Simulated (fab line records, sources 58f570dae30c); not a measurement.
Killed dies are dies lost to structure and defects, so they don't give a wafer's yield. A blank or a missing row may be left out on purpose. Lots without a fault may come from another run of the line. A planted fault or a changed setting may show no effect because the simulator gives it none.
Chamber matching | flow berkeley_cmos170 | UCB170_SPACER_CVD_00 on pecvd-04: 3 sister chambers
The step deposits SiO2 from TEOS/O2, target thk 376 nm, time 47 s. 14 wafers are shown with their chamber, then 7 later ones without.

WAFERS WITH THEIR CHAMBER
wafer  | chamber | heater_power_w (W) | susceptor_temp_C (C)
L494.2 | 1       | 237                | 389.62
L494.3 | 0       | 303                | 390.18
L494.6 | 2       | 249                | 390.02
L496.4 | 1       | 232                | 390.25
L496.5 | 0       | 323                | 389.82
L496.6 | 2       | 203                | 389.99
L499.1 | 0       | 263                | 389.44
L499.2 | 2       | 259                | 390.08
L499.6 | 1       | 221                | 390.10
L508.1 | 0       | 298                | 390.20
L508.2 | 2       | 245                | 390.10
L508.4 | 2       | 262                | 389.86
L509.1 | 2       | 213                | 390.04
L509.2 | 0       | 249                | 390.11

SIGNATURES (means of the wafers above)
reading          | chamber 0 | chamber 1 | chamber 2 | scatter within a chamber
heater_power_w   | 287.20    | 230.00    | 238.50    | 25
susceptor_temp_C | 389.9500  | 389.9900  | 390.0150  | 0.247
Rule: a wafer's distance from a chamber is the root of the sum, over the readings, of the square of ((its reading less the chamber's mean) divided by the reading's scatter). The wafer belongs to the nearest chamber; if the next one is less than 2 further off, it can't be placed. The scatter: the root of (the sum of the squares of (reading less its chamber's mean) over the shown wafers, divided by (wafers less chambers)).

WAFERS WITHOUT THEIR CHAMBER
wafer  | heater_power_w (W) | susceptor_temp_C (C)
L509.3 | 206                | 390.14
L512.1 | 254                | 389.94
L512.4 | 256                | 390.10
L512.5 | 329                | 389.38
L513.1 | 256                | 389.83
L513.2 | 256                | 389.56
L513.6 | 258                | 389.62

WHICH CHAMBER EACH WENT THROUGH
wafer  | from the rows above          | in truth
L509.3 | can't be placed: 1 or 2      | 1
L512.1 | can't be placed: 2 or 1 or 0 | 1
L512.4 | can't be placed: 2 or 1 or 0 | 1
L512.5 | can't be placed: 0 or 2 or 1 | 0
L513.1 | can't be placed: 2 or 1 or 0 | 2
L513.2 | can't be placed: 2 or 0 or 1 | 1
L513.6 | can't be placed: 0 or 2 or 1 | 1
Placed correctly: 0 of 7. Can't be placed from these rows: 7 (the true chamber is among the candidates in 7). Placed wrongly: 0.
